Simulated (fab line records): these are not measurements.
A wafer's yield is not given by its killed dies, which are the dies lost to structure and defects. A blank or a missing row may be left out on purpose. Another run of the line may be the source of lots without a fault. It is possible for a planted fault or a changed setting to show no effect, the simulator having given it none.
Struck lot and sound lot, side by side	flow berkeleyCmos170	17 steps out of a route of 331
Sound: the wafers L783.2, L783.4, L783.6. Struck: wafers L787.1, L787.2, L787.6. The cause is given at the end.
Order at every step that has rows: each side's tool, ch and its chambers, its first start. Under that, the readings that differ: sound wafers	struck wafers	difference of the means	sigmas: that difference in standard deviations of wafers without a fault.
alike: readings with means less than 2 such deviations apart, plus words and numbers identical on both sides. not compared: withheld readings, readings lacking a value on some wafer, bounds such as >300 that could conceal the same value, and numbers that have no deviation in the record and whose values overlap.
A row with sigmas, a row that says differs or no value, or rows on one side alone: a step with any of these is where the two part. Numbers that have no deviation but don't overlap get no sigmas and don't part them. Lack of a reading on every wafer of one side parts them only where that side has two or more wafers.

first, 1 step without rows for these wafers: UCB170_CONTACT_SOFTBAKE_05 (time 60 s).
UCB170_CONTACT_STRIP_06: strips in O2.
  sound on plasmaAsher-02 ch 0,1, day 8 19:18; struck on plasmaAsher-03 ch 0,1, day 9 21:10
  alike: drypumpMotorCurrentA, oesProductAu, stripTimeToEndpointS
  not compared: rfHoursCounterH
then, 1 step without rows for these wafers: UCB170_CONTACT_CLEAN_07 (cleans in SPM, time 600 s).
UCB170_CONTACT_RTA_08: time 10 s.
  sound on rtpAnneal-01 ch 0, day 8 20:25; struck on rtpAnneal-01 ch 0, day 9 21:27
  alike: lampPowerPct, wafer_temp_C_max
then, 6 steps without rows for these wafers: UCB170_CONTACT_COAT_09; UCB170_CONTACT_COAT_10 (resist thk 891.4 nm); UCB170_CONTACT_SOFTBAKE_11 (time 60 s); UCB170_CONTACT_EXPOSE_12 (exposes mask CONT, target cd 700 nm); UCB170_CONTACT_PEB_13; UCB170_CONTACT_DEVELOP_14 (develop time 45 s).
UCB170_CONTACT_CD_MEAS_15: the cd target is 700 nm.
  sound on cdSem-01 at day 8 22:09; struck on cdSem-02 at day 9 22:43
  alike: cdNm
UCB170_CONTACT_OVL_MEAS_16:
  sound on overlay-01 at day 8 22:16; struck on overlay-02 at day 9 22:50
  alike: CONTACT_OVL
UCB170_CONTACT_ETCH_17: etches BARC in N2/H2.
  sound on rieDiel-02 ch 0,1,3, day 8 22:17; struck on rieDiel-02 ch 0,1,3, day 9 22:52
  no value came back on the struck wafers for any of 6 readings (biasW (W), chamberPressureMTorr (mTorr) and others); on the sound wafers biasW (W) reads 99.70 99.69 99.70
UCB170_CONTACT_ETCH_18: etches PSG in CHF3/CF4/Ar, stops on TiSi2, target depth 840 nm, time 195 s.
  sound: rieDiel-02 ch 0,1,3; struck: rieDiel-02 ch 0,1,3
reading	sound	struck	difference	sigmas
oesProductAu (a.u.)	0.912 0.907 0.908	0.385 0.381 0.377	-0.528	-35
  alike: CHF3_flow_sccm, cf4FlowSccm, drypumpMotorCurrentA, mfcArSccm, rfFwdPowerW, throttleValvePct
  not compared: rfHoursCounterH
UCB170_CONTACT_STRIP_19: strips in O2.
  sound on plasmaAsher-03 ch 0,1, day 8 22:28; struck on plasmaAsher-02 ch 0,1, day 9 23:02
  alike: drypumpMotorCurrentA, oesProductAu
  not compared: rfHoursCounterH
UCB170_CONTACT_CD_MEAS_90: the cd target is 700 nm.
  sound on cdSem-01 at day 8 22:37; struck on cdSem-02 at day 9 23:19
reading	sound	struck	difference	sigmas
cdNm (nm)	698.9 699.1 699.9	- - -	no value on the struck wafers	
then, 1 step without rows for these wafers: UCB170_CONTACT_CLEAN_20 (cleans in SPM, time 600 s).

== WHERE THEY PART ==
Last at UCB170_CONTACT_CD_MEAS_90 as far as this record goes, first at UCB170_CONTACT_ETCH_17.

WHY: whatever the simulator had introduced
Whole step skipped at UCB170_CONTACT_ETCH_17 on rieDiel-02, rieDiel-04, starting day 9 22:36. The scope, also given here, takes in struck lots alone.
